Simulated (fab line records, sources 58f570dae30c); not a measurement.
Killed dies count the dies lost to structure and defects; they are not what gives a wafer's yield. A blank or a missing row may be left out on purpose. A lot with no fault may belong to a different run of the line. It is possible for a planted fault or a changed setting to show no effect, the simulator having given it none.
One fault through the eyes of 2 desks | flow berkeleyCmos170 | each desk holds nothing but its own numbers, with what lay behind them at the end

== FROM THE METROLOGY DESK ==
Lot by lot, what the gauges showed, no matter which tool ran the lot: averages of those sampled wafers that carry a number. If a lot's mean is further than 4 standard deviations from the usual mean, the lot is out of limits and carries the mark OUT (the distance appears in the brackets).
Columns: A = cdNm at UCB170_M1_CD_MEAS_09, usual 700.0 nm; B = V1_TEOS_THK at UCB170_V1_THK_MEAS_01, usual 2001 nm; C = V1_POLISHED_THK at UCB170_V1_THK_MEAS_04, usual 1000.1 nm
lot  | first seen here | A     | B    | C
L936 | day 8 02:32     | 699.6 | 2008 | 1000.5
L933 | day 8 04:01     | 700.7 | 2011 | 999.4
L935 | day 8 11:34     | 698.8 | 2026 | 999.9
L934 | day 8 11:52     | 699.2 | 1999 | 999.6
L938 | day 9 05:16     | 700.5 | 1996 | 999.9
L937 | day 9 06:39     | 700.2 | 1970 | 999.3
L940 | day 9 12:23     | 700.5 | 2004 | 1000.3
L945 | day 10 13:37    | 700.5 | 2001 | 999.6
L943 | day 10 13:50    | 701.3 | 2004 | 1000.4
L946 | day 10 15:44    | 702.5 | 2001 | 999.8
L942 | day 10 16:21    | 697.4 | 1970 | 1000.6
L944 | day 10 16:26    | 699.5 | 2096 | 998.7
L948 | day 10 21:12    | 700.8 | 2010 | 998.8
L950 | day 11 13:55    | 698.0 | 2087 | 1000.9
Result from this desk: across the 14 lots, nothing is out of limits.

== AT THE TOOL OWNER'S DESK: pecvd-01 ==
The tool's own readings at UCB170_V1_CVD_00 (deposits SiO2 from TEOS/O2, target thk 2000 nm, time 250 s): means of the sampled wafers that have a number, for each lot that ran on this tool. If a lot's mean is further than 4 standard deviations from the usual mean, the lot is out of limits and carries the mark OUT (the distance appears in the brackets).
Columns: A = heaterPowerW at UCB170_V1_CVD_00, usual 263 W
lot  | first seen here | A
L936 | day 8 04:26     | 216
L935 | day 8 13:27     | 248
L937 | day 9 08:32     | 258
L945 | day 10 15:31    | 283
L944 | day 10 19:31    | 274
L950 | day 11 16:25    | 241
Result from this desk: across the 6 lots, nothing is out of limits.

== PUT TOGETHER ==
At the metrology desk, nothing out of limits was observed.
The desk of the tool owner found nothing out of limits.

== WHAT HAD BEEN PUT IN BY THE SIMULATOR ==
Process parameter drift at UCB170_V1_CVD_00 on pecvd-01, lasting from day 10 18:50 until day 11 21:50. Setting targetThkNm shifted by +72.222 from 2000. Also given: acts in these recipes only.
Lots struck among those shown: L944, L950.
